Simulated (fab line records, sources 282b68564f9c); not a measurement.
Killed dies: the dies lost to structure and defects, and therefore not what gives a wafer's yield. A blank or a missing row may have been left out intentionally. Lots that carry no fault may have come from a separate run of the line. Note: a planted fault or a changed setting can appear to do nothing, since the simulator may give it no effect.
fab line records -- flow ritCmos
record: lots: 5, wafers: 23
route steps=202 shown PLDD@115 NSD@139 SILICIDE@162 CONTACT@168 M1@184
startH: start of the lot's first displayed wafer, in hours after the record's first day -- waitH: time in hours since the lot's previous step -- " unchanged from the row above -- L1.1+2: a row that stands for several wafers -- - value missing, or start not given -- * or withheld: withheld -- < > ~ a bound
route shown NAME@n: NAME is a module with steps in the file, n the number in the route of the first one -- usual: the fault-free wafers' mean and standard deviation -- same: alike in all rows -- chamber/n: place in a boat -- sites: readings site by site -- _std_site: the standard deviation of these -- _edge_site: mean of outer sites minus mean of inner sites -- radiusMm: for every site, how far away it sits from the centre of the wafer -- mask NAME#n: copy n -- behind: the tool/chamber that last shaped the wafer -- hold: cause of the lot's hold/its duration in hours/its outcome -- device: the n, p or np transistor that did not switch -- end of line: the same wafers' tests at the end of the route -- a step with no rows: only its recipe -- killed: at the first sort, the dies lost to defects and structure; wafer yield is something else -- map: the dies of a wafer, with x for killed, . for not killed, _ for no die there
set.NAME: the run value of the setting; set.NAME@STEP: its run value at that earlier step -- model.NAME: the simulator's own value behind a step, which no gauge read
lots where settings were altered on purpose, with a table for each step and a row for each wafer
== steps ==
step: RIT_PLDD_COAT_01
recipe: resist: NOVOLAK, spinRpm: 3250, resistThkNm: 1000
lot.wafer,tool,chamber,startH,waitH,set.spinRpm,model.NOVOLAK_of_PLDD_COAT_01.thkNm
L075.1,lithoTrack-04,0,53.83,0.1,3250,1002
L075.2,lithoTrack-04,0,53.83,0.1,3250,1004
L075.3,lithoTrack-04,0,53.83,0.1,3061,1032
L075.4,lithoTrack-04,0,53.83,0.1,3061,1035
L075.5,lithoTrack-04,0,53.83,0.1,3250,1003
L076.1,lithoTrack-03,0,55.26,0.1,3250,995.8
L076.2,lithoTrack-03,0,55.26,0.1,3346,982.7
L076.3,lithoTrack-03,0,55.26,0.1,3346,982.3
L076.5,lithoTrack-03,0,55.26,0.1,3250,996
L076.6,lithoTrack-03,0,55.26,0.1,3346,982.9
L077.1,lithoTrack-04,0,66.36,0.1,3250,993.8
L077.2,lithoTrack-04,0,66.36,0.1,3250,999.2
L077.5,lithoTrack-04,0,66.36,0.1,3250,994.7
L078.1,lithoTrack-04,0,69.81,0.1,3250,992.8
L078.3,lithoTrack-04,0,69.81,0.1,3250,997.5
L078.4,lithoTrack-04,0,69.81,0.1,3250,996.8
L078.5,lithoTrack-04,0,69.81,0.1,3250,994.3
L078.6,lithoTrack-04,0,69.81,0.1,3250,996.9
L082.1,lithoTrack-02,0,91.23,0.1,3250,1001
L082.2,lithoTrack-02,0,91.23,0.1,3250,999.5
L082.3,lithoTrack-02,0,91.23,0.1,3250,1004
L082.4,lithoTrack-02,0,91.23,0.1,3250,1003
L082.6,lithoTrack-02,0,91.23,0.1,3250,998.4
step: RIT_PLDD_SOFTBAKE_02
recipe: resist: NOVOLAK, tempC: 90, timeS: 60
step: RIT_PLDD_EXPOSE_03
recipe: maskId: M8, na: 0.57, targetCdNm: 40900, doseMj: 250
step: RIT_PLDD_DEVELOP_05
recipe: resist: NOVOLAK, developTimeS: 50, devTempC: 23
step: RIT_PLDD_HARDBAKE_07
recipe: resist: NOVOLAK, tempC: 140, timeS: 60
lot.wafer,tool,chamber,startH,waitH,set.spinRpm@PLDD_COAT_01,model.NOVOLAK_of_PLDD_COAT_01.thkNm
L075.1,lithoTrack-04,0,54.69,0.0,3250,885.9
L075.2,lithoTrack-04,0,54.69,0.0,3250,887
L075.3,lithoTrack-04,0,54.69,0.0,3061,911.8
L075.4,lithoTrack-04,0,54.69,0.0,3061,914.3
L075.5,lithoTrack-04,0,54.69,0.0,3250,886.3
L076.1,lithoTrack-03,0,55.99,0.0,3250,880.1
L076.2,lithoTrack-03,0,55.99,0.0,3346,868.7
L076.3,lithoTrack-03,0,55.99,0.0,3346,868.2
L076.5,lithoTrack-03,0,55.99,0.0,3250,880.2
L076.6,lithoTrack-03,0,55.99,0.0,3346,868.8
L077.1,lithoTrack-03,0,67.22,0.0,3250,878.4
L077.2,lithoTrack-03,0,67.22,0.0,3250,883
L077.5,lithoTrack-03,0,67.22,0.0,3250,879.2
L078.1,lithoTrack-03,0,70.67,0.0,3250,877.5
L078.3,lithoTrack-03,0,70.67,0.0,3250,881.5
L078.4,lithoTrack-03,0,70.67,0.0,3250,880.9
L078.5,lithoTrack-03,0,70.67,0.0,3250,878.8
L078.6,lithoTrack-03,0,70.67,0.0,3250,881
L082.1,lithoTrack-02,0,91.96,0.0,3250,884.9
L082.2,lithoTrack-02,0,91.96,0.0,3250,883.3
L082.3,lithoTrack-02,0,91.96,0.0,3250,887.4
L082.4,lithoTrack-02,0,91.96,0.0,3250,886.3
L082.6,lithoTrack-02,0,91.96,0.0,3250,882.3
step: RIT_NSD_IMPLANT_08
recipe: species: P, energyKev: 25, doseCm2: 1e+15, tiltDeg: 7
lot.wafer,tool,chamber,startH,waitH,set.energyKev,model.implant.drpNm
L075.1+3+5,implanter-01,0,58.88,0.1,25,14.84
L075.2+4,implanter-01,0,58.88,0.1,23.9,14.44
L076.1+6,implanter-01,0,60.19,0.1,25,14.84
L076.2+3+5,implanter-01,0,60.19,0.1,25.42,14.99
L077.1+2+5,implanter-01,0,72.40,0.1,25,14.84
L078.1+5,implanter-01,0,75.71,0.1,25,14.84
L078.3+4+6,implanter-01,0,75.71,0.1,25.64,15.07
L082.1+4+6,implanter-01,0,96.11,0.1,24.33,14.6
L082.2+3,implanter-01,0,96.11,0.1,25,14.84
step: RIT_SILICIDE_SPUTTER_01
recipe: material: Ti, targetThkNm: 30, powerW: 350, chamberPressurePa: 0.667, gas: Ar, timeS: 240, substrateTempC: 25
lot.wafer,tool,chamber,startH,waitH,set.timeS,model.Ti_of_SILICIDE_SPUTTER_01.thkNm
L075.1,pvdSputter-02,-,61.92,0.0,271.5,33.48
L075.2,pvdSputter-02,-,61.92,0.0,271.5,33.87
L075.3,pvdSputter-02,-,61.92,0.0,240,29.66
L075.4,pvdSputter-02,-,61.92,0.0,271.5,33.8
L075.5,pvdSputter-02,-,61.92,0.0,240,29.85
L076.1,pvdSputter-01,-,63.22,0.0,208.7,25.84
L076.2,pvdSputter-01,-,63.22,0.0,240,30
L076.3,pvdSputter-01,-,63.22,0.0,208.7,25.8
L076.5,pvdSputter-01,-,63.22,0.0,208.7,25.86
L076.6,pvdSputter-01,-,63.22,0.0,240,29.97
L077.1,pvdSputter-02,-,75.29,0.0,240,29.66
L077.2,pvdSputter-02,-,75.29,0.0,240,30.18
L077.5,pvdSputter-02,-,75.29,0.0,240,30.11
L078.1,pvdSputter-02,-,78.47,0.0,257.8,32.36
L078.3,pvdSputter-02,-,78.47,0.0,240,30.25
L078.4,pvdSputter-02,-,78.47,0.0,257.8,32.44
L078.5,pvdSputter-02,-,78.47,0.0,240,29.76
L078.6,pvdSputter-02,-,78.47,0.0,240,30.23
L082.1,pvdSputter-01,-,98.86,0.0,216.1,27.23
L082.2,pvdSputter-01,-,98.86,0.0,216.1,27.67
L082.3,pvdSputter-01,-,98.86,0.0,240,30.49
L082.4,pvdSputter-01,-,98.86,0.0,216.1,27.25
L082.6,pvdSputter-01,-,98.86,0.0,240,30.28
step: RIT_SILICIDE_RS_MEAS_02
recipe: thkMeasGauge: four-point-probe, reads: Ti_of_SILICIDE_SPUTTER_01
usual: SILICIDE_TI_RS: 48.0/0.54
lot.wafer,tool,chamber,startH,waitH,set.timeS@SILICIDE_SPUTTER_01,SILICIDE_TI_RS[ohm/sq]
L075.1,filmMetro-02,-,62.07,0.1,271.5,41.8
L075.2,filmMetro-02,-,62.07,0.1,271.5,41.1
L075.3,filmMetro-02,-,62.07,0.1,240,48.6
L075.4,filmMetro-02,-,62.07,0.1,271.5,41.2
L075.5,filmMetro-02,-,62.07,0.1,240,48.2
L076.1,filmMetro-04,-,63.37,0.1,208.7,57.7
L076.2,filmMetro-04,-,63.37,0.1,240,47.9
L076.3,filmMetro-04,-,63.37,0.1,208.7,57.9
L076.5,filmMetro-04,-,63.37,0.1,208.7,57.8
L076.6,filmMetro-04,-,63.37,0.1,240,47.9
L077.1,filmMetro-03,-,75.44,0.1,240,48.6
L077.2,filmMetro-03,-,75.44,0.1,240,47.4
L077.5,filmMetro-03,-,75.44,0.1,240,47.6
L078.1,filmMetro-03,-,78.62,0.1,257.8,43.5
L078.3,filmMetro-03,-,78.62,0.1,240,47.3
L078.4,filmMetro-03,-,78.62,0.1,257.8,43.5
L078.5,filmMetro-03,-,78.62,0.1,240,48.3
L078.6,filmMetro-03,-,78.62,0.1,240,47.5
L082.1,filmMetro-02,-,99.01,0.1,216.1,54.0
L082.2,filmMetro-02,-,99.01,0.1,216.1,52.9
L082.3,filmMetro-02,-,99.01,0.1,240,46.9
L082.4,filmMetro-02,-,99.01,0.1,216.1,53.9
L082.6,filmMetro-02,-,99.01,0.1,240,47.3
step: RIT_SILICIDE_THK_MEAS_03
recipe: thkMeasGauge: xrf, reads: Ti_of_SILICIDE_SPUTTER_01
usual: SILICIDE_TI_THK: 29.67/0.27
lot.wafer,tool,chamber,startH,waitH,set.timeS@SILICIDE_SPUTTER_01,SILICIDE_TI_THK[nm]
L075.1,filmMetro-02,-,62.19,0.1,271.5,33.06
L075.2,filmMetro-02,-,62.19,0.1,271.5,33.41
L075.3,filmMetro-02,-,62.19,0.1,240,29.15
L075.4,filmMetro-02,-,62.19,0.1,271.5,33.27
L075.5,filmMetro-02,-,62.19,0.1,240,29.34
L076.1,filmMetro-04,-,63.49,0.1,208.7,26.02
L076.2,filmMetro-04,-,63.49,0.1,240,29.86
L076.3,filmMetro-04,-,63.49,0.1,208.7,25.76
L076.5,filmMetro-04,-,63.49,0.1,208.7,25.76
L076.6,filmMetro-04,-,63.49,0.1,240,29.98
L077.1,filmMetro-03,-,75.56,0.1,240,29.59
L077.2,filmMetro-03,-,75.56,0.1,240,30.19
L077.5,filmMetro-03,-,75.56,0.1,240,29.89
L078.1,filmMetro-03,-,78.74,0.1,257.8,32.20
L078.3,filmMetro-03,-,78.74,0.1,240,29.94
L078.4,filmMetro-03,-,78.74,0.1,257.8,32.29
L078.5,filmMetro-03,-,78.74,0.1,240,29.50
L078.6,filmMetro-03,-,78.74,0.1,240,30.04
L082.1,filmMetro-02,-,99.13,0.1,216.1,26.76
L082.2,filmMetro-02,-,99.13,0.1,216.1,27.34
L082.3,filmMetro-02,-,99.13,0.1,240,30.07
L082.4,filmMetro-02,-,99.13,0.1,216.1,26.82
L082.6,filmMetro-02,-,99.13,0.1,240,29.86
step: RIT_CONTACT_CVD_00
recipe: material: SiO2, targetThkNm: 400, precursor: TEOS, tempC: 390, timeS: 61, rfW: 400
lot.wafer,tool,chamber,startH,waitH,set.timeS,model.SiO2_of_CONTACT_CVD_00.thkNm
L075.1,pecvd-04,0,62.48,0.1,61,396
L075.2+3+4,pecvd-04,"2,1,0",62.48,0.1,61,-
L075.5,pecvd-04,1,62.48,0.1,61,401.4
L076.1+6,pecvd-03,"0,1",63.72,0.1,69.31,-
L076.2,pecvd-03,2,63.72,0.1,61,395.7
L076.3,pecvd-03,1,63.72,0.1,69.31,458.9
L076.5,pecvd-03,2,63.72,0.1,61,398
L077.1,pecvd-02,1,75.80,0.1,61,399.2
L077.2,pecvd-02,2,75.80,0.1,61,395
L077.5,pecvd-02,0,75.80,0.1,61,406.6
L078.1,pecvd-03,1,78.97,0.1,61,404.4
L078.3,pecvd-03,2,78.97,0.1,61,399.1
L078.4,pecvd-03,1,78.97,0.1,65.48,445.1
L078.5,pecvd-03,2,78.97,0.1,61,405.8
L078.6,pecvd-03,0,78.97,0.1,65.48,437.9
L082.1,pecvd-03,1,99.37,0.1,61,-
L082.2,pecvd-03,2,99.37,0.1,67.7,-
L082.3,pecvd-03,0,99.37,0.1,61,392.7
L082.4,pecvd-03,2,99.37,0.1,61,397.3
L082.6,pecvd-03,1,99.37,0.1,67.7,449.5
step: RIT_CONTACT_THK_MEAS_01
recipe: reads: SiO2_of_CONTACT_CVD_00
usual: CONTACT_TEOS_THK: 399/5.7
lot.wafer,tool,chamber,startH,waitH,set.timeS@CONTACT_CVD_00,CONTACT_TEOS_THK[nm]
L075.1,filmMetro-03,-,62.53,0.0,61,396
L075.2,filmMetro-03,-,62.53,0.0,61,395
L075.3,filmMetro-03,-,62.53,0.0,61,393
L075.4,filmMetro-03,-,62.53,0.0,61,399
L075.5,filmMetro-03,-,62.53,0.0,61,402
L076.1,filmMetro-03,-,63.77,0.0,69.31,456
L076.2,filmMetro-03,-,63.77,0.0,61,395
L076.3,filmMetro-03,-,63.77,0.0,69.31,459
L076.5,filmMetro-03,-,63.77,0.0,61,398
L076.6,filmMetro-03,-,63.77,0.0,69.31,463
L077.1,filmMetro-04,-,75.85,0.0,61,399
L077.2,filmMetro-04,-,75.85,0.0,61,395
L077.5,filmMetro-04,-,75.85,0.0,61,407
L078.1,filmMetro-03,-,79.02,0.0,61,405
L078.3,filmMetro-03,-,79.02,0.0,61,399
L078.4,filmMetro-03,-,79.02,0.0,65.48,445
L078.5,filmMetro-03,-,79.02,0.0,61,406
L078.6,filmMetro-03,-,79.02,0.0,65.48,438
L082.1,filmMetro-03,-,99.42,0.0,61,404
L082.2,filmMetro-03,-,99.42,0.0,67.7,431
L082.3,filmMetro-03,-,99.42,0.0,61,393
L082.4,filmMetro-03,-,99.42,0.0,61,397
L082.6,filmMetro-03,-,99.42,0.0,67.7,450
step: RIT_CONTACT_ETCH_11
recipe: targetDepthA: 4800, overEtchFrac: 0.2, stopOn: TiSi2, chemistry: CHF3/CF4/Ar, target: SiO2, CHF3_flow_sccm: 50, cf4FlowSccm: 10, Ar_flow_sccm: 100, O2_flow_sccm: 5, pressureMtorr: 100, rfW: 200, timeS: 320
lot.wafer,tool,chamber,startH,waitH,set.overEtchFrac,set.timeS@CONTACT_CVD_00,model.CONTACT.featureDepthNm,model.etch.depthNm
L075.1,rieDiel-04,1,64.08,0.1,0.2,61,396,396
L075.2,rieDiel-04,3,64.08,0.1,0.2,61,395.2,-
L075.3,rieDiel-04,2,64.08,0.1,0.2,61,393,-
L075.4,rieDiel-04,3,64.08,0.1,0.2,61,399,-
L075.5,rieDiel-04,2,64.08,0.1,0.2,61,401.4,401.4
L076.1,rieDiel-03,3,65.10,0.1,0.2,69.31,456.6,-
L076.2,rieDiel-03,2,65.10,0.1,0.2,61,395.7,395.7
L076.3,rieDiel-03,1,65.10,0.1,0.2,69.31,458.9,458.9
L076.5,rieDiel-03,2,65.10,0.1,0.2,61,398,398
L076.6,rieDiel-03,3,65.10,0.1,0.2,69.31,462.5,-
L077.1,rieDiel-04,3,77.30,0.1,0.2,61,399.2,399.2
L077.2,rieDiel-04,1,77.30,0.1,0.2,61,395,395
L077.5,rieDiel-04,0,77.30,0.1,0.2,61,406.6,406.6
L078.1,rieDiel-03,0,80.59,0.1,0.2355,61,404.4,404.4
L078.3,rieDiel-03,2,80.59,0.1,0.2,61,399.1,399.1
L078.4,rieDiel-03,1,80.59,0.1,0.2,65.48,445.1,445.1
L078.5,rieDiel-03,2,80.59,0.1,0.2355,61,405.8,405.8
L078.6,rieDiel-03,3,80.59,0.1,0.2355,65.48,437.9,437.9
L082.1,rieDiel-04,2,100.75,0.1,0.2,61,404.2,-
L082.2,rieDiel-04,0,100.75,0.1,0.2,67.7,431.4,-
L082.3,rieDiel-04,3,100.75,0.1,0.1718,61,392.7,392.7
L082.4,rieDiel-04,1,100.75,0.1,0.1718,61,397.3,397.3
L082.6,rieDiel-04,3,100.75,0.1,0.2,67.7,449.5,449.5
step: RIT_M1_SPUTTER_00
recipe: material: Al, targetThkNm: 400, powerW: 2000, chamberPressurePa: 0.4, gas: Ar, timeS: 500, substrateTempC: 25
lot.wafer,tool,chamber,startH,waitH,set.timeS,model.Al_of_M1_SPUTTER_00.thkNm
L075.1,pvdSputter-03,-,64.93,0.0,500,400.8
L075.2,pvdSputter-03,-,64.93,0.0,469.2,376.2
L075.3,pvdSputter-03,-,64.93,0.0,469.2,373.9
L075.4,pvdSputter-03,-,64.93,0.0,469.2,381.7
L075.5,pvdSputter-03,-,64.93,0.0,500,401.2
L076.1,pvdSputter-04,-,65.94,0.0,556.1,440.3
L076.2,pvdSputter-04,-,65.94,0.0,500,398.7
L076.3,pvdSputter-04,-,65.94,0.0,500,394.5
L076.5,pvdSputter-04,-,65.94,0.0,500,399.5
L076.6,pvdSputter-04,-,65.94,0.0,556.1,441.8
L077.1,pvdSputter-01,-,78.27,0.0,500,388.4
L077.2,pvdSputter-01,-,78.27,0.0,500,393.2
L077.5,pvdSputter-01,-,78.27,0.0,500,392.2
L078.1,pvdSputter-03,-,81.45,0.0,500,404.5
L078.3,pvdSputter-03,-,81.45,0.0,500,403.8
L078.4,pvdSputter-03,-,81.45,0.0,522.2,413.2
L078.5,pvdSputter-03,-,81.45,0.0,522.2,418.2
L078.6,pvdSputter-03,-,81.45,0.0,522.2,412.4
L082.1,pvdSputter-04,-,101.61,0.0,539.1,428.2
L082.2,pvdSputter-04,-,101.61,0.0,539.1,427.8
L082.3,pvdSputter-04,-,101.61,0.0,500,402.1
L082.4,pvdSputter-04,-,101.61,0.0,500,402.8
L082.6,pvdSputter-04,-,101.61,0.0,500,403.5
step: RIT_M1_RS_MEAS_01
recipe: thkMeasGauge: four-point-probe, reads: Al_of_M1_SPUTTER_00
usual: M1_AL_RS: 0.0736/0.00089
lot.wafer,tool,chamber,startH,waitH,set.timeS@M1_SPUTTER_00,M1_AL_RS[ohm/sq]
L075.1,filmMetro-03,-,65.23,0.1,500,0.0733
L075.2,filmMetro-03,-,65.23,0.1,469.2,0.0781
L075.3,filmMetro-03,-,65.23,0.1,469.2,0.0785
L075.4,filmMetro-03,-,65.23,0.1,469.2,0.0770
L075.5,filmMetro-03,-,65.23,0.1,500,0.0732
L076.1,filmMetro-03,-,66.24,0.1,556.1,0.0666
L076.2,filmMetro-03,-,66.24,0.1,500,0.0737
L076.3,filmMetro-03,-,66.24,0.1,500,0.0744
L076.5,filmMetro-03,-,66.24,0.1,500,0.0734
L076.6,filmMetro-03,-,66.24,0.1,556.1,0.0663
L077.1,filmMetro-02,-,78.57,0.1,500,0.0756
L077.2,filmMetro-02,-,78.57,0.1,500,0.0746
L077.5,filmMetro-02,-,78.57,0.1,500,0.0748
L078.1,filmMetro-03,-,81.74,0.1,500,0.0725
L078.3,filmMetro-03,-,81.74,0.1,500,0.0727
L078.4,filmMetro-03,-,81.74,0.1,522.2,0.0709
L078.5,filmMetro-03,-,81.74,0.1,522.2,0.0700
L078.6,filmMetro-03,-,81.74,0.1,522.2,0.0710
L082.1,filmMetro-01,-,101.90,0.1,539.1,0.0686
L082.2,filmMetro-01,-,101.90,0.1,539.1,0.0685
L082.3,filmMetro-01,-,101.90,0.1,500,0.0731
L082.4,filmMetro-01,-,101.90,0.1,500,0.0727
L082.6,filmMetro-01,-,101.90,0.1,500,0.0727
step: RIT_M1_THK_MEAS_02
recipe: thkMeasGauge: xrf, reads: Al_of_M1_SPUTTER_00
usual: M1_AL_THK: 396/5.6
lot.wafer,tool,chamber,startH,waitH,set.timeS@M1_SPUTTER_00,M1_AL_THK[nm]
L075.1,filmMetro-03,-,65.35,0.1,500,398
L075.2,filmMetro-03,-,65.35,0.1,469.2,375
L075.3,filmMetro-03,-,65.35,0.1,469.2,370
L075.4,filmMetro-03,-,65.35,0.1,469.2,379
L075.5,filmMetro-03,-,65.35,0.1,500,398
L076.1,filmMetro-03,-,66.36,0.1,556.1,436
L076.2,filmMetro-03,-,66.36,0.1,500,396
L076.3,filmMetro-03,-,66.36,0.1,500,392
L076.5,filmMetro-03,-,66.36,0.1,500,397
L076.6,filmMetro-03,-,66.36,0.1,556.1,437
L077.1,filmMetro-02,-,78.69,0.1,500,384
L077.2,filmMetro-02,-,78.69,0.1,500,385
L077.5,filmMetro-02,-,78.69,0.1,500,386
L078.1,filmMetro-03,-,81.86,0.1,500,404
L078.3,filmMetro-03,-,81.86,0.1,500,404
L078.4,filmMetro-03,-,81.86,0.1,522.2,413
L078.5,filmMetro-03,-,81.86,0.1,522.2,419
L078.6,filmMetro-03,-,81.86,0.1,522.2,411
L082.1,filmMetro-01,-,102.02,0.1,539.1,424
L082.2,filmMetro-01,-,102.02,0.1,539.1,425
L082.3,filmMetro-01,-,102.02,0.1,500,400
L082.4,filmMetro-01,-,102.02,0.1,500,399
L082.6,filmMetro-01,-,102.02,0.1,500,399
step: RIT_M1_EXPOSE_06
recipe: maskId: M12, na: 0.6, sourceShape: conventional, sigmaOuter: 0.5, targetCdNm: 2600, doseMj: 250
lot.wafer,tool,chamber,startH,waitH,mask,set.doseMj
L075.1+2+3+4+5,ilineStepper-01,0,65.86,0.1,M12#0,250
L076.1+5+6,ilineStepper-02,0,66.99,0.2,M12#0,250
L076.2+3,ilineStepper-02,0,66.99,0.2,M12#0,267.6
L077.1+2+5,ilineStepper-02,0,79.20,0.1,M12#0,250
L078.1+4+5,ilineStepper-02,0,82.50,0.2,M12#0,266.2
L078.3+6,ilineStepper-02,0,82.50,0.2,M12#0,250
L082.1+2+3+4+6,ilineStepper-01,0,102.66,0.2,M12#0,250
step: RIT_M1_PEB_07
recipe: resist: NOVOLAK, tempC: withheld, timeS: withheld
step: RIT_M1_DEVELOP_08
recipe: resist: NOVOLAK, developTimeS: 68, devTempC: 23
step: RIT_M1_CD_MEAS_09
recipe: targetCdNm: 2600
usual: cdNm: 2600.2/2
lot.wafer,tool,chamber,startH,waitH,set.doseMj@M1_EXPOSE_06,cdNm
L075.1,cdSem-01,-,66.29,-,250,2600.2
L075.2,cdSem-01,-,66.29,-,250,2601.6
L075.3,cdSem-01,-,66.29,-,250,2600.1
L075.4,cdSem-01,-,66.29,-,250,2600.1
L075.5,cdSem-01,-,66.29,-,250,2600.6
L076.1,cdSem-02,-,67.42,-,250,2601.7
L076.2,cdSem-02,-,67.42,-,267.6,2582.1
L076.3,cdSem-02,-,67.42,-,267.6,2581.2
L076.5,cdSem-02,-,67.42,-,250,2599.8
L076.6,cdSem-02,-,67.42,-,250,2602.1
L077.1,cdSem-01,-,79.63,-,250,2600.5
L077.2,cdSem-01,-,79.63,-,250,2601.7
L077.5,cdSem-01,-,79.63,-,250,2601.5
L078.1,cdSem-02,-,82.93,-,266.2,2578.4
L078.3,cdSem-02,-,82.93,-,250,2598.0
L078.4,cdSem-02,-,82.93,-,266.2,2580.7
L078.5,cdSem-02,-,82.93,-,266.2,2578.8
L078.6,cdSem-02,-,82.93,-,250,2598.2
L082.1,cdSem-01,-,103.09,-,250,2600.8
L082.2,cdSem-01,-,103.09,-,250,2599.4
L082.3,cdSem-01,-,103.09,-,250,2600.7
L082.4,cdSem-01,-,103.09,-,250,2601.9
L082.6,cdSem-01,-,103.09,-,250,2599.6
== key ==
split: step: RIT_PLDD_COAT_01, setting: spinRpm, stated: 3250, by: wafer
response: step: RIT_PLDD_COAT_01, reading: model.NOVOLAK_of_PLDD_COAT_01.thkNm, change: -5.08, per: 1%, r: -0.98
response: step: RIT_PLDD_HARDBAKE_07, reading: model.NOVOLAK_of_PLDD_COAT_01.thkNm, change: -4.44, per: 1%, r: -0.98
split: step: RIT_NSD_IMPLANT_08, setting: energyKev, stated: 25, by: wafer
response: step: RIT_NSD_IMPLANT_08, reading: model.implant.drpNm, change: +0.0899, per: 1%, r: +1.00
split: step: RIT_SILICIDE_SPUTTER_01, setting: timeS, stated: 240, by: wafer
response: step: RIT_SILICIDE_SPUTTER_01, reading: model.Ti_of_SILICIDE_SPUTTER_01.thkNm, change: +0.309, per: 1%, r: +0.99
response: step: RIT_SILICIDE_RS_MEAS_02, reading: SILICIDE_TI_RS, change: -0.639, per: 1%, r: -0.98
response: step: RIT_SILICIDE_THK_MEAS_03, reading: SILICIDE_TI_THK, change: +0.309, per: 1%, r: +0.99
split: step: RIT_CONTACT_CVD_00, setting: timeS, stated: 61, by: wafer
response: step: RIT_CONTACT_CVD_00, reading: model.SiO2_of_CONTACT_CVD_00.thkNm, change: +4.84, per: 1%, r: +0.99
response: step: RIT_CONTACT_THK_MEAS_01, reading: CONTACT_TEOS_THK, change: +4.45, per: 1%, r: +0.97
response: step: RIT_CONTACT_ETCH_11, reading: model.CONTACT.featureDepthNm, change: +4.44, per: 1%, r: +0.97
response: step: RIT_CONTACT_ETCH_11, reading: model.etch.depthNm, change: +4.84, per: 1%, r: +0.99
split: step: RIT_CONTACT_ETCH_11, setting: overEtchFrac, stated: 0.2, by: wafer
response none clear
split: step: RIT_M1_SPUTTER_00, setting: timeS, stated: 500, by: wafer
response: step: RIT_M1_SPUTTER_00, reading: model.Al_of_M1_SPUTTER_00.thkNm, change: +3.59, per: 1%, r: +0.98
response: step: RIT_M1_RS_MEAS_01, reading: M1_AL_RS, change: -0.000623, per: 1%, r: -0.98
response: step: RIT_M1_THK_MEAS_02, reading: M1_AL_THK, change: +3.47, per: 1%, r: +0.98
split: step: RIT_M1_EXPOSE_06, setting: doseMj, stated: 250, by: wafer
response: step: RIT_M1_CD_MEAS_09, reading: cdNm, change: -2.83, per: 1%, r: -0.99
